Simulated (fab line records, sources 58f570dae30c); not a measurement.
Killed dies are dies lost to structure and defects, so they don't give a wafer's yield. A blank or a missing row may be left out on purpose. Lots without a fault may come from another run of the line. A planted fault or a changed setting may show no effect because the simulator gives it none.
Which tool did it? | flow berkeley_cmos170 | 6 lots, 18 wafers sampled, at 3 steps of a route of 331

WHAT THE GAUGES READ, wafer by wafer
UCB170_SDANNEAL_RS_MEAS_04: measures by four-point-probe.
lot  | measured     | on            | PLDD_RS (ohm/sq)
L996 | day 6 18:44  | film_metro-04 | 1035.3 1034.9 1037.0
L998 | day 7 16:28  | film_metro-03 | 1033.0 1032.9 1032.8
L100 | day 7 16:03  | film_metro-04 | 1038.2 1039.7 1036.3
L102 | day 8 02:34  | film_metro-03 | 1030.3 1034.0 1030.6
L109 | day 9 20:22  | film_metro-01 | 970.8 971.9 973.5 971.1 971.0 970.4
L114 | day 10 13:16 | film_metro-04 | 972.8 975.2 973.8 971.9 973.9 973.8

WHICH TOOL RAN EACH LOT (tool, then ch and the chambers of the sampled wafers, then the start)
lot  | UCB170_NWELL_ETCH_13              | UCB170_PLDD_IMPLANT_08
L996 | rie_diel-01 ch 0,1,3, day 2 15:00 | implanter-04 ch 0, day 6 07:35
L998 | rie_diel-01 ch 1,2, day 2 19:16   | implanter-03 ch 0, day 7 02:47
L100 | rie_diel-04 ch 0,1,3, day 3 05:22 | implanter-01 ch 0, day 7 02:31
L102 | rie_diel-04 ch 0,1,3, day 3 17:55 | implanter-01 ch 0, day 7 14:56
L109 | rie_diel-01 ch 0,2,3, day 5 05:38 | implanter-04 ch 0, day 9 09:42
L114 | rie_diel-04 ch 0,1,2, day 6 15:56 | implanter-04 ch 0, day 9 23:29
- UCB170_NWELL_ETCH_13: etches Si3N4 in CH3F/Ar/O2, stops on SiO2, target depth 246.4 nm, time 154 s.
- UCB170_PLDD_IMPLANT_08

THE ANSWER, worked out from the rows above alone
Rule: what is usual is taken from the lots themselves. Put in order of their means at a reading, lots are off if they are a third of the lots or fewer, leave a main group of 4 or more, and stand apart from it by a gap of 3 or more times the standard deviation of the main group's means; of several such gaps the widest counts. A main group whose means are all the same, to the digits that the tables above print for the reading, isn't used. A lot without any number at a reading at which 4 lots or more have one is off too. The other lots that the step has rows for count as sound.
Off: L109, L114, at UCB170_SDANNEAL_RS_MEAS_04 (PLDD_RS). The main group: mean 1034.6 ohm/sq, standard deviation 2.5.
A tool fits if, at a process step before that reading, it ran every lot that is off, and no sound lot after the first of them. The gauges at UCB170_SDANNEAL_RS_MEAS_04 are tried like those tools. One fits: implanter-04 at UCB170_PLDD_IMPLANT_08. Its last sound lot is L996 (day 6 07:35), its first lot that is off L109 (day 9 09:42): a fault that began between those two fits.

WHAT THE SIMULATOR HAD PUT IN
Process parameter drift: implanter-04, from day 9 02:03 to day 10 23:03, at UCB170_PLDD_IMPLANT_08. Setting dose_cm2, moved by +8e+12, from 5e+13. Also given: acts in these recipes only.
Lots struck among those shown: L109, L114. The rule above found the same.
